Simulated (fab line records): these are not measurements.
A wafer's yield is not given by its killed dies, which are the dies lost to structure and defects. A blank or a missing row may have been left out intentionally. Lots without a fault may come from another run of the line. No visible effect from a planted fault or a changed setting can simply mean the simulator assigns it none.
Lot-split experiment	flow rit_cmos	on a route of 202 steps: 5 lots, 27 wafers read

== SPLIT DETAILS ==
At RIT_SPACER_CVD_03 (deposits Si3N4 from SiH2Cl2/NH3, target thk 250 nm, time 3300 s), the setting time_s was moved away from the recipe's 3300 s on 6 of the 27 wafers read, by +15.3%. For the rest of the wafers, this setting stayed at what the recipe calls for.

No step appears in the file between the split and the reading.

== THE READING ==
Values of SPACER_NITRIDE_THK in nm from RIT_SPACER_THK_MEAS_04. A value of 249.3 nm with a standard deviation of 2.1 nm is what fault-free wafers of this fab line usually give.

wafer	tool, chamber at the split	time_s as run, s	against the recipe	SPACER_NITRIDE_THK, nm	against lot-mates on the recipe
L074.1	-, -	3806	+15.3%	287.7	no lot-mate on the recipe
L074.2	-, -	3806	+15.3%	287.9	no lot-mate on the recipe
L074.3	-, -	3806	+15.3%	287.9	no lot-mate on the recipe
L074.4	-, -	3806	+15.3%	285.0	no lot-mate on the recipe
L074.5	-, -	3806	+15.3%	288.2	no lot-mate on the recipe
L074.6	-, -	3806	+15.3%	287.8	no lot-mate on the recipe
L075.1	-, -	3300	recipe	248.5	-
L075.2	-, -	3300	recipe	251.0	-
L075.3	-, -	3300	recipe	251.3	-
L075.4	-, -	3300	recipe	248.6	-
L075.5	-, -	3300	recipe	249.0	-
L075.6	-, -	3300	recipe	250.5	-
L077.1	-, -	3300	recipe	251.5	-
L077.2	-, -	3300	recipe	250.6	-
L077.3	-, -	3300	recipe	251.7	-
L077.4	-, -	3300	recipe	251.9	-
L077.5	-, -	3300	recipe	251.2	-
L077.6	-, -	3300	recipe	249.8	-
L081.1	-, -	3300	recipe	247.6	-
L081.2	-, -	3300	recipe	249.8	-
L081.3	-, -	3300	recipe	247.2	-
L081.4	-, -	3300	recipe	247.9	-
L081.5	-, -	3300	recipe	247.9	-
L081.6	-, -	3300	recipe	246.5	-
L085.2	lpcvd-02, 0	3300	recipe	253.2	-
L085.5	lpcvd-02, 0	3300	recipe	251.2	-
L085.6	lpcvd-02, 0	3300	recipe	252.1	-

FIT RESULTS
A straight line over all 27 wafers: SPACER_NITRIDE_THK changes by +2.44 nm for each +1% of time_s; r = +0.99; the points scatter about the line by 1.8 nm.
Too few moved wafers with a lot-mate on the recipe to fit a line net of each lot's own level.

== THE WHOLE CHAIN: every reading that the file lists as answering this split, in the file's order ==
step	what it does	reading	change (the file's fit)	r (the file's)
RIT_SPACER_CVD_03	deposits Si3N4 from SiH2Cl2/NH3, target thk 250 nm, time 3300 s	Si3N4_of_SPACER_CVD_03.thk_nm (the simulator's own value, which no gauge read)	+2.44 nm for each +1% of the setting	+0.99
RIT_SPACER_THK_MEAS_04		SPACER_NITRIDE_THK	+2.44 for each +1% of the setting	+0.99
RIT_SPACER_ETCHBACK_05	etches Si3N4 in SF6/CHF3, stops on SiO2, target depth 250 nm, time 240 s	etch.depth_nm (the simulator's own value, which no gauge read)	+2.44 nm for each +1% of the setting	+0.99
RIT_SPACER_ETCHBACK_05	etches Si3N4 in SF6/CHF3, stops on SiO2, target depth 250 nm, time 240 s	Si3N4_of_SPACER_CVD_03.thk_nm (the simulator's own value, which no gauge read)	+1.9 nm for each +1% of the setting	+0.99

== FILE'S OWN FIT ==
SPACER_NITRIDE_THK changes by +2.44 nm for each +1% of time_s, r = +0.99.
